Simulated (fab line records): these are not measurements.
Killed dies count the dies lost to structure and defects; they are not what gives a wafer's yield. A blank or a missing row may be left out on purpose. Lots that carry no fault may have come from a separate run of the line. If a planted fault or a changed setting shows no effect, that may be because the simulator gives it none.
Lot-split experiment -- flow berkeley cmos170 -- 5 lots, 23 wafers read, on a route of 331 steps

== ON THE SPLIT ==
At UCB170_PWELL_CVD_05 (deposits Si3N4 from SiH2Cl2/NH3, target thk 220 nm, time 3300 s), the setting temp c was moved away from the recipe's 800 C on 10 of the 23 wafers read, by -2.9% to -1.0%. All remaining wafers had this setting at the recipe value.

== FROM THE SPLIT TO THE READING: what the file shows between them, 4 steps ==
- UCB170_PWELL_THK_MEAS_06
- UCB170_PWELL_HMDS_07: prime time 60 s
- UCB170_PWELL_COAT_08: resist thk 900 nm
- UCB170_PWELL_DEVELOP_12: develop time 45 s

== THE READING ==
oes product au, in a.u., at UCB170_PWELL_ETCH_14 (etches Si3N4 in CH3F/Ar/O2, stops on SiO2, target depth 242 nm, time 151 s). On this fab line, fault-free wafers typically give 0.944 a.u. with a standard deviation of 0.017 a.u.

wafer,"tool, chamber at the split","temp c as run, C",against the recipe,"oes product au, a.u.",against lot-mates on the recipe
L074.2,"-, -",776.7,-2.9%,0.758,no lot-mate on the recipe
L074.3,"-, -",776.7,-2.9%,0.778,no lot-mate on the recipe
L074.4,"-, -",776.7,-2.9%,0.751,no lot-mate on the recipe
L074.5,"-, -",776.7,-2.9%,0.768,no lot-mate on the recipe
L074.6,"-, -",776.7,-2.9%,0.751,no lot-mate on the recipe
L077.1,"-, -",792.2,-1.0%,0.894,no lot-mate on the recipe
L077.3,"-, -",792.2,-1.0%,0.879,no lot-mate on the recipe
L077.4,"-, -",792.2,-1.0%,0.878,no lot-mate on the recipe
L077.5,"-, -",792.2,-1.0%,0.868,no lot-mate on the recipe
L077.6,"-, -",792.2,-1.0%,0.870,no lot-mate on the recipe
L078.1,"-, -",800,recipe,0.936,-
L078.2,"-, -",800,recipe,0.929,-
L078.3,"-, -",800,recipe,0.925,-
L078.4,"-, -",800,recipe,0.962,-
L078.6,"-, -",800,recipe,0.946,-
L082.1,"lpcvd-01, 1",800,recipe,0.941,-
L082.3,"lpcvd-01, 1",800,recipe,0.938,-
L082.4,"lpcvd-01, 1",800,recipe,0.959,-
L083.1,"-, -",800,recipe,0.949,-
L083.2,"-, -",800,recipe,0.927,-
L083.3,"-, -",800,recipe,0.940,-
L083.5,"-, -",800,recipe,0.922,-
L083.6,"-, -",800,recipe,0.953,-

FIT RESULTS
A straight line over all 23 wafers: oes product au changes by +0.0616 a.u. for each +1% of temp c; r = +0.99; the points scatter about the line by 0.012 a.u.
Too few moved wafers with a lot-mate on the recipe to fit a line net of each lot's own level.

== THE WHOLE CHAIN: every reading that the file lists as answering this split, in the file's order ==
step,what it does,reading,change (the file's fit),r (the file's)
UCB170_PWELL_CVD_05,"deposits Si3N4 from SiH2Cl2/NH3, target thk 220 nm, time 3300 s","Si3N4_of_PWELL_CVD_05.thk nm (the simulator's own value, which no gauge read)",+25.4 nm for each +1% of the setting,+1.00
UCB170_PWELL_THK_MEAS_06,,PWELL_NITRIDE_THK,+25.4 for each +1% of the setting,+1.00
UCB170_PWELL_ETCH_14,"etches Si3N4 in CH3F/Ar/O2, stops on SiO2, target depth 242 nm, time 151 s",oes product au,+0.0617 a.u. for each +1% of the setting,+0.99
UCB170_PWELL_ETCH_14,"etches Si3N4 in CH3F/Ar/O2, stops on SiO2, target depth 242 nm, time 151 s","etch.depth nm (the simulator's own value, which no gauge read)",+25.4 nm for each +1% of the setting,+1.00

== FILE'S OWN FIT ==
oes product au changes by +0.0617 a.u. for each +1% of temp c, r = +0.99.
